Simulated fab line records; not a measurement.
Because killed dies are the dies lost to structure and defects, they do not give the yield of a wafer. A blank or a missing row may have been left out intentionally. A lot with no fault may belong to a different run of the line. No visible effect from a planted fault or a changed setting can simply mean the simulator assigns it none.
Which of the tools did it? | flow berkeleyCmos170 | Sampling: 13 lots, 39 wafers, 2 of 331 route steps

## WHAT THE GAUGES SHOWED, per wafer
UCB170_PSD_OVL_MEAS_07.
lot  | measured     | on         | PSD_OVL (nm)
L609 | day 6 10:50  | overlay-02 | 2 -4 -8
L611 | day 6 22:17  | overlay-01 | -7 -3 -6
L617 | day 8 09:16  | overlay-01 | 8 4 8
L616 | day 8 16:16  | overlay-02 | -10 -14 -8
L618 | day 8 16:34  | overlay-01 | -1 -1 0
L622 | day 9 06:14  | overlay-02 | -7 -11 0
L623 | day 10 00:34 | overlay-01 | -1 6 5
L625 | day 10 00:42 | overlay-02 | -10 -2 3
L624 | day 10 01:05 | overlay-01 | 8 7 6
L626 | day 10 10:52 | overlay-02 | 4 -5 7
L627 | day 10 10:59 | overlay-01 | 0 9 4
L631 | day 10 23:31 | overlay-02 | -9 -1 -13
L632 | day 11 21:16 | overlay-02 | -1 -10 -9

UCB170_NSD_CD_MEAS_06 targets a cd of 1200 nm.
lot  | measured     | on       | cdNm (nm)
L609 | day 6 12:21  | cdSem-01 | 1201.0 1200.8 1200.4
L611 | day 7 02:16  | cdSem-02 | 1198.2 1198.9 1198.4
L617 | day 8 13:55  | cdSem-02 | 1200.2 1198.8 1200.1
L616 | day 8 23:53  | cdSem-02 | 1201.6 1201.1 1201.9
L618 | day 9 00:12  | cdSem-02 | 1199.2 1199.5 1199.9
L622 | day 9 10:09  | cdSem-01 | 1199.7 1200.9 1199.2
L623 | day 10 04:21 | cdSem-01 | 1198.1 1198.8 1198.3
L625 | day 10 04:36 | cdSem-02 | 1199.2 1198.7 1198.8
L624 | day 10 05:04 | cdSem-01 | 1199.5 1198.3 1198.6
L626 | day 10 13:47 | cdSem-02 | 1200.1 1200.4 1200.4
L627 | day 10 14:16 | cdSem-02 | 1198.1 1197.6 1198.0
L631 | day 11 01:37 | cdSem-02 | 1198.6 1198.5 1198.8
L632 | day 11 22:39 | cdSem-01 | 1198.1 1198.9 1198.2

## TOOL THAT RAN EACH LOT (tool first, then ch and the chambers of the sampled wafers, then the start)
No process step before these readings appears in the record.

## WHAT THE TOOLS THEMSELVES READ (means of the sampled wafers that have a number; where no wafer has one, the mark that the record gives instead)
The record holds no such reading with a usual standard deviation.

## THE ANSWER, worked out from the rows above alone
Rule: the lots themselves supply what counts as usual. Put in order of their means at a reading, lots are off if they are a third of the lots or fewer, leave a main group of 4 or more, and stand apart from it by a gap of 3 or more times the standard deviation of the main group's means; of several such gaps the widest counts. Not used: any main group whose means are identical at the precision the tables above print for the reading. Also off: a lot with no number at a reading for which 4 or more lots have one. All remaining lots with rows at the step are treated as sound. Order of review: gauges by route order, followed by the tools' own readings, for which a lot's mean as printed above is used. At the first step where some lot is off, the reading lying furthest off is the one used; lots without a number count as furthest.
Across all readings shown, no lot is off: no conclusion can be drawn from this.

## WHAT WAS PUT IN BY THE SIMULATOR
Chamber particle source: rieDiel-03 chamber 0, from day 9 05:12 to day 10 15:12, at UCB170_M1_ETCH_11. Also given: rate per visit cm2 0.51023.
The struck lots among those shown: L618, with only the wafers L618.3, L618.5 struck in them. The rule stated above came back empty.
